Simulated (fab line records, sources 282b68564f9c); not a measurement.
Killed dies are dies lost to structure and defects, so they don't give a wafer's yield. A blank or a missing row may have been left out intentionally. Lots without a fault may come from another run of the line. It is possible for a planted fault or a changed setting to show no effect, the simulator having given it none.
8D (eight disciplines) problem report, filled in by code / flow rit cmos / the parts of the form that need people (team, actions taken, sign-off) are left out

== 1. WHAT IS WRONG ==
Across 6 wafers from 2 lots, PWELL_TW at RIT_PWELL_TW_MEAS_10 averages 884, while fault-free wafers read 951 with a standard deviation of 6.8. Relative to the usual mean, that is a shift of -9.9 standard deviations.
First seen on wafer L943.1, day 3 22:36, on film metro-02. The record holds 42 wafers of 14 lots with a number at this step. The rule behind "out" and "out of limits": a value lying over 4 standard deviations away from the usual mean. The rest of the wafers with a number are treated as sound.

== 2. WHAT IT IS, AND WHAT IT ISN'T ==
question=which readings at this step | is=PWELL_TW | is not=-
question=which lots | is=L943, L948 | is not=L935, L936, L937, L938, L940, L941, L942, L944, L950, L952, L954, L957
question=which wafers of those lots | is=all that have a number | is not=-
question=read on which gauges | is=film metro-02 | is not=film metro-01, film metro-04
question=when | is=from day 3 22:36 | is not=up to then (24 sound wafers); but 12 sound wafers of L950, L952, L954, L957 came after

== 3. THE SUSPECTS, EACH WITH WHAT RULES IT OUT ==
Counting: a tool at any process step up to the reading remains a suspect when it ran all the lots that are out and ran no sound lot after the first of those.
- the gauge at RIT_PWELL_TW_MEAS_10: ruled out. All the wafers that are out were read on film metro-02, but those of them that RIT_PWELL_IMPLANT_08 has rows for are out there too, on other tools.
- implanter-02 at RIT_PWELL_IMPLANT_08: kept. It processed each lot that is out, first L943 at day 3 22:17, and no sound lot thereafter; up to then, the last sound lot it processed was L942 at day 3 14:38. On those wafers its own readings are out: dose ions cm2, faraday current uA.
The count leaves implanter-02 at RIT_PWELL_IMPLANT_08.

== 4. THE CAUSE (what the simulator had put in) ==
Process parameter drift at RIT_PWELL_IMPLANT_08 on implanter-02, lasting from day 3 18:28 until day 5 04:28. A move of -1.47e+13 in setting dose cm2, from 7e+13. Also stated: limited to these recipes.
Counting left only this tool.

== 5. THE EFFECT CHAIN, in route order ==
Rows list readings where the struck wafers' mean (over those with a number) sits beyond 3 standard deviations from the usual. Only readings whose record carries a usual standard deviation are examined. hours: median over the lots of the time between each lot's start at the first step of this table that gives one and its start at this step. sigmas: the change, counted in usual standard deviations.
hours=0; step=RIT_PWELL_IMPLANT_08; reading=dose ions cm2; usual=7.002e+13; on struck wafers=5.527e+13; change=-1.475e+13; sigmas=-99 or more
hours=0; step=RIT_PWELL_IMPLANT_08; reading=faraday current uA; usual=222; on struck wafers=176; change=-46; sigmas=-11
hours=0; step=RIT_PWELL_TW_MEAS_10; reading=PWELL_TW; usual=951; on struck wafers=884; change=-67; sigmas=-9.9
hours=7; step=RIT_WELLDRIVE_RS_MEAS_02; reading=PWELL_RS; usual=429.1 ohm/sq; on struck wafers=499.0; change=+69.9; sigmas=+58
The process steps in it:
- RIT_PWELL_IMPLANT_08
At these later measuring or inspecting steps, every struck wafer for which the step has a row has a number for every such reading, and none has moved that far: RIT_GATE_OVL_MEAS_17.

== 6. HOW IT WOULD HAVE BEEN CAUGHT EARLIER ==
The first out-of-limits reading at a measuring or inspecting step in this record came at day 3 22:36, 4 hours after the fault's start at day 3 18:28.
At RIT_PWELL_IMPLANT_08, the tool's own readings (dose ions cm2, faraday current uA) were out on each struck wafer the step has a row for, so an alarm limit on them would have fired on the first such wafer.
Of the lots that are out (2), L948 began RIT_PWELL_IMPLANT_08 on implanter-02 after day 3 22:36. It would have been spared by a hold on the tool at that moment.
